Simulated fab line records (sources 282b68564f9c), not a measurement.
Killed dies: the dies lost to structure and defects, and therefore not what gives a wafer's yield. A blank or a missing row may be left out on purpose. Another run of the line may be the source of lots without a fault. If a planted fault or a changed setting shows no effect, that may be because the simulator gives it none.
A struck lot beside a sound one	flow rit_cmos	43 out of 202 route steps
Sound: the wafers L413.2, L413.3, L413.6. Wafers struck: L422.1, L422.2, L422.3. The cause comes at the end.
Each step with rows lists, per side, the tool, then ch with its chambers, then its first start. Under that, the readings that differ: sound wafers	struck wafers	difference of the means	sigmas: that difference in standard deviations of wafers without a fault.
alike: same words and numbers on both sides, and readings whose means sit less than 2 such deviations apart. not compared: any withheld reading, any reading some wafer has no value for, any bound like >300 that may hide the same value, and any number with overlapping values for which the record gives no deviation.
Wherever a step has rows on one side only, a row that says differs or no value, or a row with sigmas, the two part there. Non-overlapping numbers with no deviation appear without sigmas and do not part them. A reading missing from all wafers of one side parts the sides only when that side holds two or more wafers.

first, 2 steps without rows for these wafers: RIT_PSD_IMPLANT_08; RIT_PSD_STRIP_09 (strips in O2, time 180 s).
RIT_PSD_TW_MEAS_10:
  sound: film_metro-01 at day 3 23:55; struck: film_metro-01 at day 5 21:41
  alike: PSD_TW
then, 4 steps without rows for these wafers: RIT_SDANNEAL_CLEAN_00 (cleans in SC1, time 600 s); RIT_SDANNEAL_CLEAN_01 (cleans in dHF, time 30 s); RIT_SDANNEAL_CLEAN_02 (cleans in SC2, time 600 s); RIT_SDANNEAL_RTA_03 (time 5 s).
RIT_SDANNEAL_RS_MEAS_04: measures by four-point-probe.
  sound: film_metro-01 at day 4 00:27; struck: film_metro-01 at day 5 22:12
  alike: PSD_RS
RIT_SDANNEAL_RS_MEAS_05: measures by four-point-probe.
  sound: film_metro-01 at day 4 00:34; struck: film_metro-01 at day 5 22:19
  alike: NSD_RS
RIT_SDANNEAL_RS_MEAS_06: measures by four-point-probe.
  sound: film_metro-01 at day 4 00:41; struck: film_metro-01 at day 5 22:26
  alike: PLDD_RS
RIT_SDANNEAL_RS_MEAS_07: measures by four-point-probe.
  sound: film_metro-01 at day 4 00:49; struck: film_metro-01 at day 5 22:34
  alike: NLDD_RS
then, 1 step without rows for these wafers: RIT_SILICIDE_WET_ETCH_00 (etches SiO2 in BOE, target depth 14 nm, time 15 s).
RIT_SILICIDE_SPUTTER_01: material Ti, target thk 30 nm, time 240 s.
  sound: pvd_sputter-02 at day 4 00:55; struck: pvd_sputter-03 at day 5 22:41
  alike: throttle_valve_pct
RIT_SILICIDE_RS_MEAS_02: measures by four-point-probe.
  sound: film_metro-02 at day 4 01:05; struck: film_metro-02 at day 5 22:50
  alike: SILICIDE_TI_RS
RIT_SILICIDE_THK_MEAS_03: measures by xrf.
  sound: film_metro-02 at day 4 01:12; struck: film_metro-02 at day 5 22:58
  alike: SILICIDE_TI_THK
then, 2 steps without rows for these wafers: RIT_SILICIDE_RTA_04 (time 10 s, ramp up 5 s, ramp down 5 s); RIT_SILICIDE_WET_ETCH_05 (etches Ti in SPM, time 120 s).
RIT_SILICIDE_RTA_06: time 10 s, ramp up 5 s, ramp down 10 s.
  sound on rtp_anneal-02 ch 0, day 4 01:22; struck on rtp_anneal-01 ch 0, day 5 23:08
  alike: wafer_temp_C_max
RIT_CONTACT_CVD_00: deposits SiO2 from TEOS, target thk 400 nm, time 61 s.
  sound on pecvd-01 ch 0,1, day 4 01:26; struck on pecvd-01 ch 0,1,2, day 5 23:12
  alike: heater_power_w
RIT_CONTACT_THK_MEAS_01:
  sound: film_metro-03 at day 4 01:29; struck: film_metro-03 at day 5 23:15
  alike: CONTACT_TEOS_THK
then, 6 steps without rows for these wafers: RIT_CONTACT_HMDS_02 (prime time 60 s); RIT_CONTACT_COAT_03 (resist thk 1000 nm); RIT_CONTACT_SOFTBAKE_04 (time 60 s); RIT_CONTACT_EXPOSE_05 (exposes mask M11, target cd 1000 nm); RIT_CONTACT_PEB_06; RIT_CONTACT_DEVELOP_07 (develop time 120 s).
RIT_CONTACT_CD_MEAS_08 targets a cd of 1000 nm.
  sound: cd_sem-02 at day 4 02:39; struck: cd_sem-01 at day 6 00:25
  alike: cd_nm
RIT_CONTACT_OVL_MEAS_09:
  sound: overlay-01 at day 4 02:46; struck: overlay-02 at day 6 00:32
  alike: CONTACT_OVL
then, 1 step without rows for these wafers: RIT_CONTACT_HARDBAKE_10 (time 60 s).
RIT_CONTACT_ETCH_11: etches SiO2 in CHF3/CF4/Ar, stops on TiSi2, target depth 480 nm, time 320 s.
  sound on rie_diel-02 ch 0,2, day 4 02:56; struck on rie_diel-03 ch 0,1,3, day 6 00:43
  alike: CHF3_flow_sccm, drypump_motor_current_A, oes_product_au, throttle_valve_pct
  not compared: rf_hours_counter_h
RIT_CONTACT_STRIP_12: strips in O2, time 180 s.
  sound on plasma_asher-02 ch 0, day 4 03:08; struck on plasma_asher-02 ch 0,1, day 6 00:55
  alike: drypump_motor_current_A
  not compared: rf_hours_counter_h
RIT_CONTACT_CD_MEAS_90 targets a cd of 1000 nm.
  sound: cd_sem-02 at day 4 03:19; struck: cd_sem-01 at day 6 01:05
  alike: cd_nm
then, 2 steps without rows for these wafers: RIT_CONTACT_CLEAN_13 (cleans in SC1, time 600 s); RIT_CONTACT_CLEAN_14 (cleans in SC2, time 600 s).
RIT_M1_SPUTTER_00: material Al, target thk 400 nm, time 500 s.
  sound: pvd_sputter-04 at day 4 03:46; struck: pvd_sputter-02 at day 6 01:34
  alike: throttle_valve_pct
RIT_M1_RS_MEAS_01: measures by four-point-probe.
  sound: film_metro-01 at day 4 04:05; struck: film_metro-04 at day 6 01:51
  alike: M1_AL_RS
RIT_M1_THK_MEAS_02: measures by xrf.
  sound: film_metro-01 at day 4 04:12; struck: film_metro-04 at day 6 01:58
  alike: M1_AL_THK
then, 5 steps without rows for these wafers: RIT_M1_HMDS_03 (prime time 60 s); RIT_M1_COAT_04 (resist thk 1300 nm); RIT_M1_SOFTBAKE_05 (time 60 s); RIT_M1_EXPOSE_06 (exposes mask M12, target cd 2600 nm); RIT_M1_PEB_07.
RIT_M1_PROBE_99:
  record: rows for the struck wafers here (prober-02, day 6 05:34), none for the sound ones

## WHERE THEY PART
Only at RIT_M1_PROBE_99, as far as this record shows.

WHY: what the simulator had put in
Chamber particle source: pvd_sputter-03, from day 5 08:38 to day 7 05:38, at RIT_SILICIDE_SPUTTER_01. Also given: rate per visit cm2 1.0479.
